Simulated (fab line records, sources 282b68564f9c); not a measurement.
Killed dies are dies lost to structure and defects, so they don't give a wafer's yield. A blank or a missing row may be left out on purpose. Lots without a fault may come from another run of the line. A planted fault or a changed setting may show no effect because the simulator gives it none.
One fault seen from 2 desks | flow rit_cmos | each desk has only its own numbers; what lay behind them comes last

THE METROLOGY DESK
What the gauges read, lot by lot, whatever tool the lot ran on: means of the sampled wafers that have a number. A lot is out of limits, marked OUT, if its mean lies more than 4 standard deviations from the usual mean; the brackets give that distance.
Columns: A = FIELD_OXIDE_LEFT_2_THK at RIT_FOX2_THK_MEAS_91, usual 257 nm
lot  | first seen here | A
L464 | day 2 11:42     | 263
L465 | day 2 16:52     | 250
L466 | day 2 20:59     | 265
L467 | day 3 01:52     | 260
L468 | day 3 07:04     | 258
L469 | day 3 10:37     | 253
L470 | day 3 15:53     | 260
L471 | day 3 22:26     | 254
L472 | day 4 03:32     | 259
L473 | day 4 09:17     | 261
L474 | day 4 12:37     | 259
L475 | day 4 16:55     | 255
L478 | day 5 06:59     | 256
L483 | day 6 08:32     | 257
This desk's finding: nothing out of limits on any of the 14 lots.

THE TOOL OWNER'S DESK: furnace-01
The tool's own readings at RIT_ACTIVE_OXIDATION_01 (target thk 46.8 nm, ox time 3360 s): means of the sampled wafers that have a number, for each lot that ran on this tool. A lot is out of limits, marked OUT, if its mean lies more than 4 standard deviations from the usual mean; the brackets give that distance.
Columns: A = ox_temp_c at RIT_ACTIVE_OXIDATION_01, usual 999.9 C; B = spike_tc_centre_C at RIT_ACTIVE_OXIDATION_01, usual 1003.4 C; C = zone_power_source_pct at RIT_ACTIVE_OXIDATION_01, usual 38.3 %
lot  | first seen here | A      | B      | C
L465 | day 1 15:21     | 999.7  | 1005.2 | 42.1
L467 | day 2 01:07     | 999.8  | 1004.1 | 41.7
L475 | day 3 18:16     | 1000.6 | 1004.7 | 42.1
L478 | day 4 08:38     | 999.7  | 1003.6 | 41.6
L483 | day 5 09:20     | 1000.0 | 1004.6 | 41.8
This desk's finding: nothing out of limits on any of the 5 lots.

PUT TOGETHER
The metrology desk saw nothing out of limits.
The tool owner's desk saw nothing out of limits.

WHAT THE SIMULATOR HAD PUT IN
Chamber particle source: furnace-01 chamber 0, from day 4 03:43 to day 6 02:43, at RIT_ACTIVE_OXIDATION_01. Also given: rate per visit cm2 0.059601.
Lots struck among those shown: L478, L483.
